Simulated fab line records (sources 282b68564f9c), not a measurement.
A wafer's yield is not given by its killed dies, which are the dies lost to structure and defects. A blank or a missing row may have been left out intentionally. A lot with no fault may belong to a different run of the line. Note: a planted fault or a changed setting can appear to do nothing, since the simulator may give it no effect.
fab line records | flow rit_cmos
record: lots: 14 wafers: 42 last_day: 7
route steps=202 shown GATE@87 M1@202
lots untouched by any fault: they come from a run of this same line in which no faults occurred
start_h: hours from the record's opening day to when the first of the lot's shown wafers began | wait_h: hours from the lot's prior step to this one | " repeats the value in the row above | L1.1+2: several wafers, shown together as one row | - no value present, or no start provided | * or withheld: withheld | < > ~ a bound
route shown NAME@n: NAME is a module with steps in the file, n the number in the route of the first one | usual: mean and standard deviation over wafers with no fault | same: alike in all rows | chamber/n: place in a boat | sites: per-site readings | _std_site: their standard deviation | _edge_site: inner sites' mean taken away from outer sites' mean | radius_mm: how far each site lies from the wafer's centre | mask NAME#n: copy n | behind: the tool/chamber that last shaped the wafer | hold: why the lot was held/for how many hours/how that ended | device: which transistor (n, p or np) failed to switch | end of line: the tests these same wafers got at the end of their route | a step with no rows: only its recipe | killed: count of dies lost to structure and defects at first sort (not the wafer's yield) | map: a wafer's dies, marking killed ones x, the rest . and places with no die _
set.NAME: the setting as run; set.NAME@STEP: as run at that earlier step | model.NAME: the simulator's own value behind a step, which no gauge read
a sample of lots followed through the steps of the route, with each step as a table and each wafer as a row
== steps ==
step: RIT_GATE_COAT_11
recipe: resist: NOVOLAK spin_rpm: 4250 resist_thk_nm: 850
usual: spin_speed_rpm: 4249.8/2.2
columns lot.wafer tool chamber start_h wait_h spin_speed_rpm
L675.4 litho_track-04 0 35.26 0.1 4251.3
L675.5 " 0 " " 4250.6
L675.6 " 0 " " 4246.5
L676.2 litho_track-03 0 42.60 0.1 4252.1
L676.5 " 0 " " 4251.2
L676.6 " 0 " " 4246.7
L677.2 litho_track-04 0 45.73 0.1 4249.2
L677.4 " 0 " " 4247.2
L677.5 " 0 " " 4252.4
L679.1 litho_track-03 0 56.93 0.1 4250.7
L679.4 " 0 " " 4251.5
L679.6 " 0 " " 4250.9
L681.3 litho_track-03 0 67.66 0.1 4043.2
L681.5 " 0 " " 4042.3
L681.6 " 0 " " 4039.6
L683.1 litho_track-04 0 80.36 0.1 4254.4
L683.3 " 0 " " 4245.3
L683.4 " 0 " " 4247.6
L687.3 litho_track-03 0 99.92 0.1 4041.5
L687.4 " 0 " " 4041.4
L687.5 " 0 " " 4044.2
L689.1 litho_track-04 0 111.23 0.1 4247.3
L689.3 " 0 " " 4249.3
L689.4 " 0 " " 4249.3
L690.1 litho_track-04 0 114.04 0.1 4253.2
L690.2 " 0 " " 4250.1
L690.5 " 0 " " 4250.8
L691.1 litho_track-04 0 123.32 0.1 4251.0
L691.3 " 0 " " 4252.4
L691.6 " 0 " " 4249.2
L692.2 litho_track-01 0 125.92 0.1 4253.3
L692.5 " 0 " " 4250.8
L692.6 " 0 " " 4251.6
L694.1 litho_track-04 0 133.14 0.1 4249.5
L694.2 " 0 " " 4247.4
L694.3 " 0 " " 4246.1
L696.2 litho_track-04 0 143.80 0.1 4250.9
L696.3 " 0 " " 4254.4
L696.6 " 0 " " 4253.2
L697.1 litho_track-04 0 150.36 0.1 4248.3
L697.2 " 0 " " 4249.3
L697.5 " 0 " " 4247.3
step: RIT_M1_PROBE_99
usual: killed_at_M0_to_M3: 0.0/0.12 killed_at_contacts: 0.1/0.24 killed_at_front_end: 7.1/3 killed_dies: 7.2/3 killed_open: 3.7/2 killed_short: 3.5/2
same: gross_dies: 264 killed_at_M4_up: 0 killed_at_back_side: 0 killed_at_other: 0
columns lot.wafer tool chamber start_h wait_h killed_at_M0_to_M3 killed_at_contacts killed_at_front_end killed_dies killed_open killed_short
L690.1 prober-02 - 138.69 0.1 0 0 6 6 4 2
L690.2 prober-02 - 138.74 0.1 0 0 6 6 5 1
L690.5 prober-02 - 138.89 0.2 0 0 7 7 4 3
killed by level:class
L690.1 GATE:geometric_particle:open=2 SPACER:geometric_particle:short=2 REOX:geometric_particle:open=1 SILICIDE:geometric_particle:open=1
L690.2 REOX:geometric_particle:open=2 GATE:geometric_particle:open=1 REOX:geometric_particle:short=1 SPACER:geometric_particle:open=1 SILICIDE:geometric_particle:open=1
L690.5 GATE:geometric_particle:open=3 FOX1:geometric_particle:short=1 REOX:geometric_particle:open=1 SPACER:geometric_particle:short=1 SILICIDE:geometric_particle:short=1
== key ==
first_sign: step: RIT_GATE_COAT_11 reading: spin_speed_rpm direction: down sigmas: 95 usual: 4249.8 struck: 4042.0
effect none on later readings
met_at RIT_GATE_COAT_11
struck_lots L681,L687
tester_left_out L681,L687
onset_between 56.93 67.66
fault: kind: process_parameter_drift tool: litho_track-03 chamber: - onset_h: 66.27 steps: RIT_GATE_COAT_11 channel: spin_rpm offset: -206.7 shape: step end_h: 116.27 acts_in: these_recipes_only stated: 4250
tester_left_out: of these lots the tester's yield and bins aren't shown, on N5 and GAA mostly nor the transistor test; their killed dies are dies lost to structure and defects alone, not to doping, threshold or leakage, so they don't give the yield
